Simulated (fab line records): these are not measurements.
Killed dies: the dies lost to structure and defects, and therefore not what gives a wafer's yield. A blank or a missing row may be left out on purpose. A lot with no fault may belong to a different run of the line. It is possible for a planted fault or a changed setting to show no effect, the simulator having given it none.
A lot that was struck, set against a sound lot :: flow rit_cmos :: 18 steps out of a route of 202
Sound: wafers L604.1, L604.2, L604.4. Wafers L616.1, L616.5, L616.6 were the ones struck. The cause comes at the end.
Each step with rows lists, per side, the tool, then ch with its chambers, then its first start. Under that, the readings that differ: sound wafers :: struck wafers :: difference of the means :: sigmas: that difference in standard deviations of wafers without a fault.
alike: readings with means less than 2 such deviations apart, plus words and numbers identical on both sides. not compared: withheld readings, readings lacking a value on some wafer, bounds such as >300 that could conceal the same value, and numbers that have no deviation in the record and whose values overlap.
A row with sigmas, a row that says differs or no value, or rows on one side alone: a step with any of these is where the two part. Numbers that don't overlap but have no deviation are shown without sigmas and don't part them. A reading missing from all wafers of one side parts the sides only when that side holds two or more wafers.

first, 4 steps without rows for these wafers: RIT_PSD_SOFTBAKE_02 (time 60 s); RIT_PSD_EXPOSE_03 (exposes mask M10, target cd 40900 nm); RIT_PSD_PEB_04; RIT_PSD_DEVELOP_05 (develop time 50 s).
RIT_PSD_OVL_MEAS_06:
  sound on overlay-01, day 4 00:52; struck on overlay-02, day 6 18:38
reading: PSD_OVL (nm)
sound: -1.3 -0.8 -1.6
struck: -0.2 1.0 2.7
difference: +2.4
sigmas: +2
then, 2 steps without rows for these wafers: RIT_PSD_HARDBAKE_07 (time 60 s); RIT_PSD_IMPLANT_08.
RIT_PSD_STRIP_09: strips in O2, time 180 s.
  sound on plasma_asher-02 ch 0,1, day 4 01:12; struck on plasma_asher-02 ch 0,1, day 6 18:58
  alike: drypump_motor_current_A
  not compared: rf_hours_counter_h
RIT_PSD_TW_MEAS_10:
  sound on film_metro-01, day 4 01:23; struck on film_metro-03, day 6 19:08
  alike: PSD_TW
then, 3 steps without rows for these wafers: RIT_SDANNEAL_CLEAN_00 (cleans in SC1, time 600 s); RIT_SDANNEAL_CLEAN_01 (cleans in dHF, time 30 s); RIT_SDANNEAL_CLEAN_02 (cleans in SC2, time 600 s).
RIT_SDANNEAL_RTA_03: time 5 s.
  sound on rtp_anneal-01 ch 0, day 4 01:59; struck on rtp_anneal-01 ch 0, day 6 19:34
reading: wafer_temp_C_max
sound: 1052.8 1053.5 1054.2
struck: 1047.3 1046.4 1044.4
difference: -7.5
sigmas: -8
RIT_SDANNEAL_RS_MEAS_04: measures by four-point-probe.
  sound on film_metro-03, day 4 02:02; struck on film_metro-04, day 6 19:37
reading: PSD_RS (ohm/sq)
sound: 115.9 115.7 116.1
struck: 121.4 121.3 121.3
difference: +5.4
sigmas: +16
RIT_SDANNEAL_RS_MEAS_05: measures by four-point-probe.
  sound on film_metro-03, day 4 02:10; struck on film_metro-04, day 6 19:44
reading: NSD_RS (ohm/sq)
sound: 82.73 83.08 82.88
struck: 83.77 83.32 83.40
difference: +0.60
sigmas: +2
RIT_SDANNEAL_RS_MEAS_06: measures by four-point-probe.
  sound on film_metro-03, day 4 02:17; struck on film_metro-04, day 6 19:52
reading: PLDD_RS (ohm/sq)
sound: 180.3 179.9 180.6
struck: 185.0 184.6 184.6
difference: +4.5
sigmas: +8
RIT_SDANNEAL_RS_MEAS_07: measures by four-point-probe.
  sound on film_metro-03, day 4 02:24; struck on film_metro-04, day 6 19:59
  alike: NLDD_RS
RIT_M1_PROBE_99:
  sound on prober-01, day 4 10:21; struck on prober-01, day 7 03:24
reading: killed_at_M0_to_M3
sound: 1 0 0
struck: 0 0 0
difference: +0
sigmas: -3

reading: model.etest.pmos_turned.r_on_ohm_um
sound: 3522 3548 3444
struck: 3640 3705 3738
difference: +190
sigmas: 

reading: model.etest.pmos_0p15.r_on_ohm_um
sound: 2824 2813 2748
struck: 2915 2967 2986
difference: +161
sigmas: 

reading: model.etest.pmos_turned.drive_ua_um
sound: 186 183.5 190.8
struck: 178.9 173.3 170.2
difference: -12.6
sigmas: 

reading: model.etest.vpnp.gain
sound: 1.03 1.036 1.055
struck: 0.9728 0.9863 0.9678
difference: -0.0647
sigmas: 

reading: model.etest.diode_pplus_comb.cj_ff_um2
sound: 2.004 2.019 2.005
struck: 1.933 1.943 1.944
difference: -0.069
sigmas: 

reading: model.etest.diode_pplus_nwell.cj_ff_um2
sound: 1.698 1.701 1.702
struck: 1.646 1.645 1.639
difference: -0.057
sigmas: 
  alike: killed_at_contacts, killed_at_front_end, killed_dies, killed_open, killed_short
  not compared: model.etest.contact_pplus.end_ohm_um, model.etest.contact_nplus.end_ohm_um

WHERE THEY PART
At RIT_PSD_OVL_MEAS_06 first; at RIT_M1_PROBE_99 last (within this record only).

WHY: what had been put in by the simulator
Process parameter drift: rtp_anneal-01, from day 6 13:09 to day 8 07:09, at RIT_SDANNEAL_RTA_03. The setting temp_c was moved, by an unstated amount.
